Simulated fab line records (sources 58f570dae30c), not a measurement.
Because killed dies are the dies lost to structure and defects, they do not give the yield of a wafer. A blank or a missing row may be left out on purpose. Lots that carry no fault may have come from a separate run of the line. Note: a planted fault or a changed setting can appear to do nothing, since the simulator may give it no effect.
Which of the tools did it? :: flow berkeley_cmos170 :: 45 wafers from 15 lots sampled at 4 of the route's 331 steps

WHAT THE GAUGES SHOWED, per wafer
UCB170_V1_CD_MEAS_90: the cd target is 700 nm. Usual: cd_nm at 700.0 nm, with a standard deviation of 1.7.
lot: L550
measured: day 7 18:02
on: cd_sem-01
cd_nm (nm): 702.9 701.9 701.7
flag: 

lot: L551
measured: day 7 18:13
on: cd_sem-01
cd_nm (nm): 701.6 701.7 700.2
flag: 

lot: L555
measured: day 8 03:01
on: cd_sem-02
cd_nm (nm): 699.2 698.2 699.8
flag: 

lot: L561
measured: day 9 13:32
on: cd_sem-01
cd_nm (nm): 702.3 701.6 704.0
flag: 

lot: L560
measured: day 9 17:00
on: cd_sem-02
cd_nm (nm): 700.0 701.5 700.3
flag: 

lot: L562
measured: day 10 06:44
on: cd_sem-02
cd_nm (nm): 700.7 700.1 699.1
flag: 

lot: L564
measured: day 10 12:59
on: cd_sem-02
cd_nm (nm): 697.6 696.2 696.7
flag: 

lot: L565
measured: day 10 18:14
on: cd_sem-02
cd_nm (nm): 699.5 699.4 701.1
flag: 

lot: L566
measured: day 10 18:30
on: cd_sem-02
cd_nm (nm): 697.9 697.6 698.0
flag: 

lot: L567
measured: day 10 23:16
on: cd_sem-02
cd_nm (nm): 699.5 699.2 699.1
flag: 

lot: L569
measured: day 10 23:34
on: cd_sem-01
cd_nm (nm): 700.9 700.9 700.3
flag: 

lot: L568
measured: day 10 23:47
on: cd_sem-02
cd_nm (nm): 699.7 699.4 699.1
flag: 

lot: L570
measured: day 11 20:04
on: cd_sem-01
cd_nm (nm): 701.2 702.5 700.9
flag: 

lot: L572
measured: day 12 03:43
on: cd_sem-01
cd_nm (nm): 700.3 701.6 700.8
flag: 

lot: L571
measured: day 12 04:18
on: cd_sem-02
cd_nm (nm): 699.6 698.9 699.0
flag: 

UCB170_M2_CD_MEAS_15: the cd target is 700 nm. Usual: cd_nm at 700.0 nm, with a standard deviation of 1.4.
lot: L550
measured: day 7 20:40
on: cd_sem-02
cd_nm (nm): 698.0 698.3 698.4
flag: 

lot: L551
measured: day 7 20:32
on: cd_sem-01
cd_nm (nm): 701.3 700.9 702.5
flag: 

lot: L555
measured: day 8 05:09
on: cd_sem-02
cd_nm (nm): 699.0 700.0 699.8
flag: 

lot: L561
measured: day 9 16:16
on: cd_sem-02
cd_nm (nm): 697.6 699.0 699.0
flag: 

lot: L560
measured: day 9 19:08
on: cd_sem-01
cd_nm (nm): 701.0 701.3 701.4
flag: 

lot: L562
measured: day 10 08:59
on: cd_sem-02
cd_nm (nm): 699.5 699.3 701.5
flag: 

lot: L564
measured: day 10 15:10
on: cd_sem-01
cd_nm (nm): 701.4 701.9 701.5
flag: 

lot: L565
measured: day 10 21:23
on: cd_sem-01
cd_nm (nm): 698.5 698.9 698.8
flag: 

lot: L566
measured: day 10 21:32
on: cd_sem-01
cd_nm (nm): 699.2 699.6 700.9
flag: 

lot: L567
measured: day 11 01:36
on: cd_sem-01
cd_nm (nm): 699.1 699.6 698.7
flag: 

lot: L569
measured: day 11 01:55
on: cd_sem-02
cd_nm (nm): 699.0 699.4 699.2
flag: 

lot: L568
measured: day 11 02:08
on: cd_sem-02
cd_nm (nm): 698.8 700.7 698.4
flag: 

lot: L570
measured: day 11 22:13
on: cd_sem-02
cd_nm (nm): 702.1 701.9 700.4
flag: 

lot: L572
measured: day 12 06:04
on: cd_sem-02
cd_nm (nm): 703.3 701.9 701.6
flag: 

lot: L571
measured: day 12 07:01
on: cd_sem-02
cd_nm (nm): 698.3 697.8 697.8
flag: 

UCB170_V2_THK_MEAS_04. Usual: V2_POLISHED_THK gives 1000.1 nm (standard deviation 1.2).
lot: L550
measured: day 7 21:55
on: film_metro-03
V2_POLISHED_THK (nm): 997.7 1000.0 998.3
flag: 

lot: L551
measured: day 7 21:45
on: film_metro-01
V2_POLISHED_THK (nm): 998.4 998.9 1001.4
flag: 

lot: L555
measured: day 8 06:23
on: film_metro-03
V2_POLISHED_THK (nm): 1001.9 1001.7 1002.1
flag: 

lot: L564
measured: day 10 16:23
on: film_metro-02
V2_POLISHED_THK (nm): 1000.0 1000.0 998.7
flag: 

lot: L565
measured: day 10 22:38
on: film_metro-02
V2_POLISHED_THK (nm): 1001.1 1002.0 998.3
flag: 

lot: L566
measured: day 10 22:46
on: film_metro-03
V2_POLISHED_THK (nm): 1000.3 1000.4 999.5
flag: 

lot: L567
measured: day 11 02:50
on: film_metro-03
V2_POLISHED_THK (nm): 1000.6 999.6 1001.0
flag: 

lot: L569
measured: day 11 03:07
on: film_metro-01
V2_POLISHED_THK (nm): 1000.4 998.8 998.2
flag: 

lot: L568
measured: day 11 03:22
on: film_metro-03
V2_POLISHED_THK (nm): 1000.3 1000.1 998.9
flag: 

lot: L570
measured: day 11 23:26
on: film_metro-01
V2_POLISHED_THK (nm): 1001.5 999.8 999.2
flag: 

lot: L572
measured: day 12 07:19
on: film_metro-02
V2_POLISHED_THK (nm): 999.7 1001.5 1001.7
flag: 

lot: L571
measured: day 12 08:14
on: film_metro-01
V2_POLISHED_THK (nm): 999.3 998.7 999.0
flag: 

WHICH TOOL RAN EACH LOT (tool, then ch and the chambers of the sampled wafers, then the start)
lot: L550
UCB170_M2_STRIP_19: plasma_asher-02 ch 0,1, day 7 21:03

lot: L551
UCB170_M2_STRIP_19: plasma_asher-04 ch 0,1, day 7 20:54

lot: L555
UCB170_M2_STRIP_19: plasma_asher-02 ch 0,1, day 8 05:31

lot: L561
UCB170_M2_STRIP_19: plasma_asher-04 ch 0,1, day 9 16:40

lot: L560
UCB170_M2_STRIP_19: plasma_asher-02 ch 1, day 9 19:41

lot: L562
UCB170_M2_STRIP_19: plasma_asher-02 ch 0,1, day 10 09:21

lot: L564
UCB170_M2_STRIP_19: plasma_asher-02 ch 0,1, day 10 15:32

lot: L565
UCB170_M2_STRIP_19: plasma_asher-03 ch 0,1, day 10 21:47

lot: L566
UCB170_M2_STRIP_19: plasma_asher-04 ch 1, day 10 21:54

lot: L567
UCB170_M2_STRIP_19: plasma_asher-04 ch 0,1, day 11 01:58

lot: L569
UCB170_M2_STRIP_19: plasma_asher-03 ch 0,1, day 11 02:16

lot: L568
UCB170_M2_STRIP_19: plasma_asher-02 ch 0,1, day 11 02:31

lot: L570
UCB170_M2_STRIP_19: plasma_asher-04 ch 0,1, day 11 22:34

lot: L572
UCB170_M2_STRIP_19: plasma_asher-02 ch 1, day 12 06:27

lot: L571
UCB170_M2_STRIP_19: plasma_asher-04 ch 0,1, day 12 07:24
- UCB170_M2_STRIP_19: strips in O2.

AS READ BY THE TOOLS THEMSELVES (means over the sampled wafers that have a number; for cases with no such wafer, the mark the record gives instead)
UCB170_M2_STRIP_19. Usual: chamber_pressure_mTorr 3500.0 mTorr, standard deviation 3; drypump_motor_current_A 5.6 A, standard deviation 0.33; oes_product_au 0.550 a.u., standard deviation 0.014.
lot: L550
tool: plasma_asher-02
chamber_pressure_mTorr (mTorr): 3498.8
drypump_motor_current_A (A): 5.5
oes_product_au (a.u.): 0.540
flag: 

lot: L551
tool: plasma_asher-04
chamber_pressure_mTorr (mTorr): 3500.2
drypump_motor_current_A (A): 5.7
oes_product_au (a.u.): 0.553
flag: 

lot: L555
tool: plasma_asher-02
chamber_pressure_mTorr (mTorr): 3501.8
drypump_motor_current_A (A): 5.7
oes_product_au (a.u.): 0.551
flag: 

lot: L561
tool: plasma_asher-04
chamber_pressure_mTorr (mTorr): -
drypump_motor_current_A (A): -
oes_product_au (a.u.): -
flag: OFF

lot: L560
tool: plasma_asher-02
chamber_pressure_mTorr (mTorr): -
drypump_motor_current_A (A): -
oes_product_au (a.u.): -
flag: OFF

lot: L562
tool: plasma_asher-02
chamber_pressure_mTorr (mTorr): -
drypump_motor_current_A (A): -
oes_product_au (a.u.): -
flag: OFF

lot: L564
tool: plasma_asher-02
chamber_pressure_mTorr (mTorr): 3502.1
drypump_motor_current_A (A): 5.5
oes_product_au (a.u.): 0.538
flag: 

lot: L565
tool: plasma_asher-03
chamber_pressure_mTorr (mTorr): 3497.9
drypump_motor_current_A (A): 5.4
oes_product_au (a.u.): 0.560
flag: 

lot: L566
tool: plasma_asher-04
chamber_pressure_mTorr (mTorr): 3497.0
drypump_motor_current_A (A): 5.5
oes_product_au (a.u.): 0.545
flag: 

lot: L567
tool: plasma_asher-04
chamber_pressure_mTorr (mTorr): 3502.7
drypump_motor_current_A (A): 5.7
oes_product_au (a.u.): 0.538
flag: 

lot: L569
tool: plasma_asher-03
chamber_pressure_mTorr (mTorr): 3498.9
drypump_motor_current_A (A): 5.2
oes_product_au (a.u.): 0.561
flag: 

lot: L568
tool: plasma_asher-02
chamber_pressure_mTorr (mTorr): 3500.7
drypump_motor_current_A (A): 5.5
oes_product_au (a.u.): 0.552
flag: 

lot: L570
tool: plasma_asher-04
chamber_pressure_mTorr (mTorr): 3499.7
drypump_motor_current_A (A): 6.0
oes_product_au (a.u.): 0.531
flag: 

lot: L572
tool: plasma_asher-02
chamber_pressure_mTorr (mTorr): 3501.5
drypump_motor_current_A (A): 5.8
oes_product_au (a.u.): 0.564
flag: 

lot: L571
tool: plasma_asher-04
chamber_pressure_mTorr (mTorr): 3500.4
drypump_motor_current_A (A): 6.0
oes_product_au (a.u.): 0.529
flag: 

THE ANSWER, worked out from the rows above alone
Rule: a lot counts as off when the mean over its wafers that have a number is more than 3 standard deviations away from the usual mean. A lot without any number at a reading at which 4 lots or more have one is off too. All remaining lots with rows at the step are treated as sound. First the gauges in route order, then the tools' own readings, where a lot's mean is used as printed above. At the first step where some lot is off, the reading lying furthest off is the one used; lots without a number count as furthest.
Off, at UCB170_M2_STRIP_19 on chamber_pressure_mTorr: L561, L560, L562. Without a number there: L561, L560, L562.
If a tool, at that step or one of the process steps before it, ran each lot that is off and ran no sound lot following the first of them, it fits. Not one of the candidates tried fits.

WHAT HAD BEEN PUT IN BY THE SIMULATOR
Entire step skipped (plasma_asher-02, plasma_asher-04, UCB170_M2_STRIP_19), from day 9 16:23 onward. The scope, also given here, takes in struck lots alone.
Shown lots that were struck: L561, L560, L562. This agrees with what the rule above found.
